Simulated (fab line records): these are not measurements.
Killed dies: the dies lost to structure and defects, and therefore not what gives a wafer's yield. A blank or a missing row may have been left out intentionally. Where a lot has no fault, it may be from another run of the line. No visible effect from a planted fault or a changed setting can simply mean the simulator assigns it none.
fab line records :: flow rit_cmos
record
  lots=14
  wafers=42
  last_day=7
route steps=202 shown GATE@89
lots with no fault: from the same line, run without faults
start_h: the number of hours between the record's first day and the start of the first shown wafer of the lot :: wait_h: hours elapsed since this lot's preceding step :: " as in the row above :: L1.1+2: a single row standing in for several wafers :: - value missing, or start not given :: * or withheld: withheld :: < > ~ a bound
route shown NAME@n: a module of which the file shows steps, and the number in the route of the first :: usual: mean and standard deviation over wafers with no fault :: same: alike in all rows :: chamber/n: place in a boat :: sites: readings site by site :: _std_site: standard deviation of those values :: _edge_site: outer sites' mean less inner sites' :: radius_mm: how far each site lies from the wafer's centre :: mask NAME#n: copy n :: behind: the tool/chamber that last shaped the wafer :: hold: what put the lot on hold/how long, in hours/how the hold closed :: device: the transistor (n, p or np) that didn't switch :: end of line: tests of these same wafers at the route's end :: a step given without rows: its recipe and nothing more :: killed: at the first sort, the dies lost to defects and structure; wafer yield is something else :: map: the dies of a wafer, with x for killed, . for not killed, _ for no die there
set.NAME: the setting that was run; set.NAME@STEP: the one run at that earlier step :: model.NAME: the simulator's own value behind a step, which no gauge read
the route's steps for a sample of lots (tables are steps, rows are wafers)
services: a tool's chamber out of use, with start hour (start_h, from the record's first day; less than 0 if before it), hours out, and reason
## steps
# step RIT_GATE_EXPOSE_13
# recipe
  mask_id=M6
  na=0.6
  source_shape=conventional
  sigma_outer=0.6
  target_cd_nm=150
  dose_mj=380
lot.wafer: L629.4+5+6
tool: iline_stepper-01
chamber: 0
start_h: 37.17
wait_h: 0.2
mask: M6#0

lot.wafer: L630.3+5+6
tool: iline_stepper-02
chamber: 0
start_h: 43.80
wait_h: 0.2
mask: M6#0

lot.wafer: L632.1+2+6
tool: iline_stepper-01
chamber: 0
start_h: 51.34
wait_h: 0.2
mask: M6#0

lot.wafer: L634.3+4+5
tool: iline_stepper-01
chamber: 0
start_h: 61.65
wait_h: 0.1
mask: M6#0

lot.wafer: L635.2+3+5
tool: iline_stepper-01
chamber: 0
start_h: 65.98
wait_h: 0.1
mask: M6#0

lot.wafer: L638.2+3+5
tool: iline_stepper-02
chamber: 0
start_h: 81.99
wait_h: 0.1
mask: M6#0

lot.wafer: L639.1+4+5
tool: iline_stepper-02
chamber: 0
start_h: 86.33
wait_h: 0.1
mask: M6#0

lot.wafer: L640.1+3+4
tool: iline_stepper-02
chamber: 0
start_h: 90.56
wait_h: 0.1
mask: M6#0

lot.wafer: L641.2+3+6
tool: iline_stepper-01
chamber: 0
start_h: 96.52
wait_h: 0.3
mask: M6#0

lot.wafer: L642.1+4+6
tool: iline_stepper-02
chamber: 0
start_h: 101.85
wait_h: 0.2
mask: M6#0

lot.wafer: L645.4+5+6
tool: iline_stepper-02
chamber: 0
start_h: 116.40
wait_h: 0.1
mask: M6#0

lot.wafer: L646.1+3+4
tool: iline_stepper-01
chamber: 0
start_h: 121.10
wait_h: 0.2
mask: M6#0

lot.wafer: L648.3+5+6
tool: iline_stepper-01
chamber: 0
start_h: 134.08
wait_h: 0.2
mask: M6#0

lot.wafer: L650.1+4+6
tool: iline_stepper-01
chamber: 0
start_h: 144.40
wait_h: 0.3
mask: M6#0
# step RIT_GATE_CD_MEAS_16
# recipe
  target_cd_nm=150
# usual
  cd_nm=149.6/1.8
lot.wafer: L629.4
tool: cd_sem-02
chamber: -
start_h: 37.60
wait_h: -
cd_nm: 148.9

lot.wafer: L629.5
tool: cd_sem-02
chamber: -
start_h: 37.60
wait_h: -
cd_nm: 146.9

lot.wafer: L629.6
tool: cd_sem-02
chamber: -
start_h: 37.60
wait_h: -
cd_nm: 148.4

lot.wafer: L630.3
tool: cd_sem-02
chamber: -
start_h: 44.20
wait_h: -
cd_nm: 149.2

lot.wafer: L630.5
tool: cd_sem-02
chamber: -
start_h: 44.20
wait_h: -
cd_nm: 150.8

lot.wafer: L630.6
tool: cd_sem-02
chamber: -
start_h: 44.20
wait_h: -
cd_nm: 149.9

lot.wafer: L632.1
tool: cd_sem-02
chamber: -
start_h: 51.74
wait_h: -
cd_nm: 153.4

lot.wafer: L632.2
tool: cd_sem-02
chamber: -
start_h: 51.74
wait_h: -
cd_nm: 150.1

lot.wafer: L632.6
tool: cd_sem-02
chamber: -
start_h: 51.74
wait_h: -
cd_nm: 152.0

lot.wafer: L634.3
tool: cd_sem-01
chamber: -
start_h: 62.05
wait_h: -
cd_nm: 149.4

lot.wafer: L634.4
tool: cd_sem-01
chamber: -
start_h: 62.05
wait_h: -
cd_nm: 148.5

lot.wafer: L634.5
tool: cd_sem-01
chamber: -
start_h: 62.05
wait_h: -
cd_nm: 144.3

lot.wafer: L635.2
tool: cd_sem-02
chamber: -
start_h: 66.38
wait_h: -
cd_nm: 148.9

lot.wafer: L635.3
tool: cd_sem-02
chamber: -
start_h: 66.38
wait_h: -
cd_nm: 151.2

lot.wafer: L635.5
tool: cd_sem-02
chamber: -
start_h: 66.38
wait_h: -
cd_nm: 151.9

lot.wafer: L638.2
tool: cd_sem-02
chamber: -
start_h: 82.39
wait_h: -
cd_nm: 150.6

lot.wafer: L638.3
tool: cd_sem-02
chamber: -
start_h: 82.39
wait_h: -
cd_nm: 152.0

lot.wafer: L638.5
tool: cd_sem-02
chamber: -
start_h: 82.39
wait_h: -
cd_nm: 150.8

lot.wafer: L639.1
tool: cd_sem-01
chamber: -
start_h: 86.73
wait_h: -
cd_nm: 150.9

lot.wafer: L639.4
tool: cd_sem-01
chamber: -
start_h: 86.73
wait_h: -
cd_nm: 149.3

lot.wafer: L639.5
tool: cd_sem-01
chamber: -
start_h: 86.73
wait_h: -
cd_nm: 149.0

lot.wafer: L640.1
tool: cd_sem-02
chamber: -
start_h: 90.96
wait_h: -
cd_nm: 151.1

lot.wafer: L640.3
tool: cd_sem-02
chamber: -
start_h: 90.96
wait_h: -
cd_nm: 150.4

lot.wafer: L640.4
tool: cd_sem-02
chamber: -
start_h: 90.96
wait_h: -
cd_nm: 150.7

lot.wafer: L641.2
tool: cd_sem-02
chamber: -
start_h: 97.01
wait_h: -
cd_nm: 146.6

lot.wafer: L641.3
tool: cd_sem-02
chamber: -
start_h: 97.01
wait_h: -
cd_nm: 146.6

lot.wafer: L641.6
tool: cd_sem-02
chamber: -
start_h: 97.01
wait_h: -
cd_nm: 148.6

lot.wafer: L642.1
tool: cd_sem-01
chamber: -
start_h: 102.25
wait_h: -
cd_nm: 148.4

lot.wafer: L642.4
tool: cd_sem-01
chamber: -
start_h: 102.25
wait_h: -
cd_nm: 149.3

lot.wafer: L642.6
tool: cd_sem-01
chamber: -
start_h: 102.25
wait_h: -
cd_nm: 148.7

lot.wafer: L645.4
tool: cd_sem-02
chamber: -
start_h: 116.80
wait_h: -
cd_nm: 148.1

lot.wafer: L645.5
tool: cd_sem-02
chamber: -
start_h: 116.80
wait_h: -
cd_nm: 151.4

lot.wafer: L645.6
tool: cd_sem-02
chamber: -
start_h: 116.80
wait_h: -
cd_nm: 148.8

lot.wafer: L646.1
tool: cd_sem-02
chamber: -
start_h: 121.50
wait_h: -
cd_nm: 147.1

lot.wafer: L646.3
tool: cd_sem-02
chamber: -
start_h: 121.50
wait_h: -
cd_nm: 150.8

lot.wafer: L646.4
tool: cd_sem-02
chamber: -
start_h: 121.50
wait_h: -
cd_nm: 147.9

lot.wafer: L648.3
tool: cd_sem-02
chamber: -
start_h: 134.52
wait_h: -
cd_nm: -

lot.wafer: L648.5
tool: cd_sem-02
chamber: -
start_h: 134.52
wait_h: -
cd_nm: -

lot.wafer: L648.6
tool: cd_sem-02
chamber: -
start_h: 134.52
wait_h: -
cd_nm: -

lot.wafer: L650.1
tool: cd_sem-01
chamber: -
start_h: 144.85
wait_h: -
cd_nm: -

lot.wafer: L650.4
tool: cd_sem-01
chamber: -
start_h: 144.85
wait_h: -
cd_nm: -

lot.wafer: L650.6
tool: cd_sem-01
chamber: -
start_h: 144.85
wait_h: -
cd_nm: -
# step RIT_GATE_CD_MEAS_90
# recipe
  target_cd_nm=150
# usual
  cd_nm=149.6/1.8
lot.wafer: L629.4
tool: cd_sem-02
chamber: -
start_h: 38.19
wait_h: 0.1
cd_nm: 149.1

lot.wafer: L629.5
tool: cd_sem-02
chamber: -
start_h: 38.19
wait_h: 0.1
cd_nm: 146.7

lot.wafer: L629.6
tool: cd_sem-02
chamber: -
start_h: 38.19
wait_h: 0.1
cd_nm: 148.3

lot.wafer: L630.3
tool: cd_sem-02
chamber: -
start_h: 44.79
wait_h: 0.1
cd_nm: 148.7

lot.wafer: L630.5
tool: cd_sem-02
chamber: -
start_h: 44.79
wait_h: 0.1
cd_nm: 150.8

lot.wafer: L630.6
tool: cd_sem-02
chamber: -
start_h: 44.79
wait_h: 0.1
cd_nm: 149.6

lot.wafer: L632.1
tool: cd_sem-02
chamber: -
start_h: 52.33
wait_h: 0.1
cd_nm: 153.3

lot.wafer: L632.2
tool: cd_sem-02
chamber: -
start_h: 52.33
wait_h: 0.1
cd_nm: 150.1

lot.wafer: L632.6
tool: cd_sem-02
chamber: -
start_h: 52.33
wait_h: 0.1
cd_nm: 152.1

lot.wafer: L634.3
tool: cd_sem-01
chamber: -
start_h: 62.64
wait_h: 0.1
cd_nm: 149.4

lot.wafer: L634.4
tool: cd_sem-01
chamber: -
start_h: 62.64
wait_h: 0.1
cd_nm: 148.9

lot.wafer: L634.5
tool: cd_sem-01
chamber: -
start_h: 62.64
wait_h: 0.1
cd_nm: 144.2

lot.wafer: L635.2
tool: cd_sem-02
chamber: -
start_h: 66.97
wait_h: 0.1
cd_nm: 148.8

lot.wafer: L635.3
tool: cd_sem-02
chamber: -
start_h: 66.97
wait_h: 0.1
cd_nm: 151.3

lot.wafer: L635.5
tool: cd_sem-02
chamber: -
start_h: 66.97
wait_h: 0.1
cd_nm: 152.1

lot.wafer: L638.2
tool: cd_sem-01
chamber: -
start_h: 82.98
wait_h: 0.1
cd_nm: 150.7

lot.wafer: L638.3
tool: cd_sem-01
chamber: -
start_h: 82.98
wait_h: 0.1
cd_nm: 151.4

lot.wafer: L638.5
tool: cd_sem-01
chamber: -
start_h: 82.98
wait_h: 0.1
cd_nm: 150.9

lot.wafer: L639.1
tool: cd_sem-01
chamber: -
start_h: 87.32
wait_h: 0.1
cd_nm: 150.7

lot.wafer: L639.4
tool: cd_sem-01
chamber: -
start_h: 87.32
wait_h: 0.1
cd_nm: 148.6

lot.wafer: L639.5
tool: cd_sem-01
chamber: -
start_h: 87.32
wait_h: 0.1
cd_nm: 148.8

lot.wafer: L640.1
tool: cd_sem-01
chamber: -
start_h: 91.55
wait_h: 0.1
cd_nm: 151.7

lot.wafer: L640.3
tool: cd_sem-01
chamber: -
start_h: 91.55
wait_h: 0.1
cd_nm: 150.3

lot.wafer: L640.4
tool: cd_sem-01
chamber: -
start_h: 91.55
wait_h: 0.1
cd_nm: 150.4

lot.wafer: L641.2
tool: cd_sem-02
chamber: -
start_h: 97.60
wait_h: 0.1
cd_nm: 146.4

lot.wafer: L641.3
tool: cd_sem-02
chamber: -
start_h: 97.60
wait_h: 0.1
cd_nm: 147.0

lot.wafer: L641.6
tool: cd_sem-02
chamber: -
start_h: 97.60
wait_h: 0.1
cd_nm: 148.6

lot.wafer: L642.1
tool: cd_sem-01
chamber: -
start_h: 102.84
wait_h: 0.1
cd_nm: 148.6

lot.wafer: L642.4
tool: cd_sem-01
chamber: -
start_h: 102.84
wait_h: 0.1
cd_nm: 149.5

lot.wafer: L642.6
tool: cd_sem-01
chamber: -
start_h: 102.84
wait_h: 0.1
cd_nm: 148.8

lot.wafer: L645.4
tool: cd_sem-01
chamber: -
start_h: 117.39
wait_h: 0.1
cd_nm: 148.1

lot.wafer: L645.5
tool: cd_sem-01
chamber: -
start_h: 117.39
wait_h: 0.1
cd_nm: 151.2

lot.wafer: L645.6
tool: cd_sem-01
chamber: -
start_h: 117.39
wait_h: 0.1
cd_nm: 148.7

lot.wafer: L646.1
tool: cd_sem-01
chamber: -
start_h: 122.09
wait_h: 0.1
cd_nm: 147.3

lot.wafer: L646.3
tool: cd_sem-01
chamber: -
start_h: 122.09
wait_h: 0.1
cd_nm: 150.4

lot.wafer: L646.4
tool: cd_sem-01
chamber: -
start_h: 122.09
wait_h: 0.1
cd_nm: 147.9

lot.wafer: L648.3
tool: cd_sem-01
chamber: -
start_h: 135.11
wait_h: 0.1
cd_nm: -

lot.wafer: L648.5
tool: cd_sem-01
chamber: -
start_h: 135.11
wait_h: 0.1
cd_nm: -

lot.wafer: L648.6
tool: cd_sem-01
chamber: -
start_h: 135.11
wait_h: 0.1
cd_nm: -

lot.wafer: L650.1
tool: cd_sem-01
chamber: -
start_h: 145.44
wait_h: 0.1
cd_nm: -

lot.wafer: L650.4
tool: cd_sem-01
chamber: -
start_h: 145.44
wait_h: 0.1
cd_nm: -

lot.wafer: L650.6
tool: cd_sem-01
chamber: -
start_h: 145.44
wait_h: 0.1
cd_nm: -
## services
tool: iline_stepper-01
chamber: -
start_h: 18.87
hours: 1.3
kind: repair

tool: iline_stepper-02
chamber: -
start_h: 63.14
hours: 1.7
kind: pm

tool: iline_stepper-01
chamber: -
start_h: 72.65
hours: 4.4
kind: pm

tool: iline_stepper-02
chamber: -
start_h: 123.64
hours: 2.7
kind: repair
## key
first_sign
  step=RIT_GATE_CD_MEAS_16
  reading=cd_nm
  direction=missing
effect
  step=RIT_GATE_CD_MEAS_90
  reading=cd_nm
  direction=missing
met_at RIT_GATE_EXPOSE_13
struck_lots L648,L650
later_rows_left_out L648.5
sort_left_out L648.3,L648.5,L648.6
tester_left_out L648,L650
onset_between 121.10 134.08
also_fits time
fault
  kind=process_parameter_drift
  tool=iline_stepper-01
  chamber=-
  onset_h=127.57
  steps=RIT_GATE_EXPOSE_13
  channel=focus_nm
  offset=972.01
  spread_by_wafer=0.3
  shape=step
  end_h=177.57
# tester_left_out: of these lots the tester's yield and bins aren't shown, on N5 and GAA mostly nor the transistor test; their killed dies are dies lost to structure and defects alone, not to doping, threshold or leakage, so they don't give the yield
# sort_left_out: the simulated sort isn't trusted on such a fault, so these wafers' sort isn't shown, and their yield isn't known
# later_rows_left_out: the simulator's readings of these wafers behind a module that went badly wrong aren't trusted and aren't shown, but for the sort
